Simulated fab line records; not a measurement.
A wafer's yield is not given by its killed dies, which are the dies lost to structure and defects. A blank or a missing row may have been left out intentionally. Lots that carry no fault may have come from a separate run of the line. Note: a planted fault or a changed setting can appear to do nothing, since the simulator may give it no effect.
Shared-tool check	flow berkeley cmos170	Sampled: 14 lots, 42 wafers

## WHY THIS WAS OPENED
Of 14 lots, 2 have the reading M2_AL_RS flagged at UCB170_M2_RS_MEAS_02. No-fault wafers: 0.0322 ohm/sq, standard deviation 0.00045.
Rule: a lot is flagged when every wafer of it that has a number lies more than 4 standard deviations from that mean, or none has a number. All remaining lots are regarded as sound.

lot	measured	on	M2_AL_RS (ohm/sq), wafer by wafer	flag
L996	day 8 18:27	film metro-04	0.0323 0.0323 0.0324	
L995	day 8 19:56	film metro-04	0.0311 0.0318 0.0328	
L997	day 9 07:49	film metro-04	0.0322 0.0334 0.0320	
L999	day 9 10:37	film metro-03	0.0319 0.0319 0.0316	
L100	day 9 22:53	film metro-01	0.0318 0.0319 0.0318	
L101	day 9 23:10	film metro-04	0.0323 0.0323 0.0324	
L104	day 10 07:48	film metro-04	0.0324 0.0316 0.0318	
L102	day 10 09:52	film metro-03	0.0319 0.0323 0.0325	
L106	day 11 02:59	film metro-01	0.0615 0.0609 0.0608	FLAGGED
L110	day 11 20:05	film metro-04	0.0602 0.0607 0.0609	FLAGGED
L109	day 11 20:40	film metro-03	0.0329 0.0323 0.0322	
L116	day 12 21:12	film metro-04	0.0320 0.0319 0.0319	
L115	day 12 23:11	film metro-03	0.0327 0.0327 0.0334	
L117	day 12 23:49	film metro-03	0.0315 0.0323 0.0318	
Average over the flagged lots: 0.0608 ohm/sq; offset from the usual +0.0286 ohm/sq, equal to +64 standard deviations.

## EACH LOT AND THE TOOL IT RAN ON
The record holds 1 process step before the reading, out of a route of 331 steps. In each cell: the tool, then ch and the chambers that the sampled wafers went through, then the start.
lot	flag	UCB170_M2_SPUTTER_01
L996		pvd sputter-04, day 8 18:22
L995		pvd sputter-03, day 8 19:49
L997		pvd sputter-03, day 9 07:43
L999		pvd sputter-03, day 9 10:29
L100		pvd sputter-03, day 9 22:48
L101		pvd sputter-04, day 9 23:04
L104		pvd sputter-03, day 10 07:43
L102		pvd sputter-01, day 10 09:47
L106	FLAGGED	pvd sputter-04, day 11 02:52
L110	FLAGGED	pvd sputter-04, day 11 20:01
L109		pvd sputter-01, day 11 20:34
L116		pvd sputter-01, day 12 21:07
L115		pvd sputter-03, day 12 23:05
L117		pvd sputter-01, day 12 23:43
What the steps here do:
- UCB170_M2_SPUTTER_01: material Al, target thk 900 nm, time 120 s.
- UCB170_M2_RS_MEAS_02: measures by four-point-probe.

## FLAGGED AGAINST TOTAL, ONE TOOL AT A TIME (gauges that did the reading follow at the end)
step	tool	lots run	flagged	share of the flagged lots	sound lots run after its first flagged lot
UCB170_M2_SPUTTER_01	pvd sputter-01	4	0	none	-
UCB170_M2_SPUTTER_01	pvd sputter-03	6	0	none	-
UCB170_M2_SPUTTER_01	pvd sputter-04	4	2	all	0
UCB170_M2_RS_MEAS_02	film metro-01	2	1	some	0
UCB170_M2_RS_MEAS_02	film metro-03	5	0	none	-
UCB170_M2_RS_MEAS_02	film metro-04	7	1	some	1 (L116)

## WHAT IS ALLOWED BY THE TABLE
Rows of the table that ran each flagged lot: 1, that is pvd sputter-04 at UCB170_M2_SPUTTER_01.
- pvd sputter-04 at UCB170_M2_SPUTTER_01: 2 of its 4 lots flagged. Its last sound lot is L101 (day 9 23:04), its first flagged lot L106 (day 11 02:52): a fault that began between those two fits.
One tool is left: pvd sputter-04 at UCB170_M2_SPUTTER_01.

## WHAT THE SIMULATOR HAD INSERTED
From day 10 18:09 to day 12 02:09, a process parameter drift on pvd sputter-04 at UCB170_M2_SPUTTER_01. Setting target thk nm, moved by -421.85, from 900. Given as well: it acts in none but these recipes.
Struck lots among those shown: L106, L110. The rule above found the same.
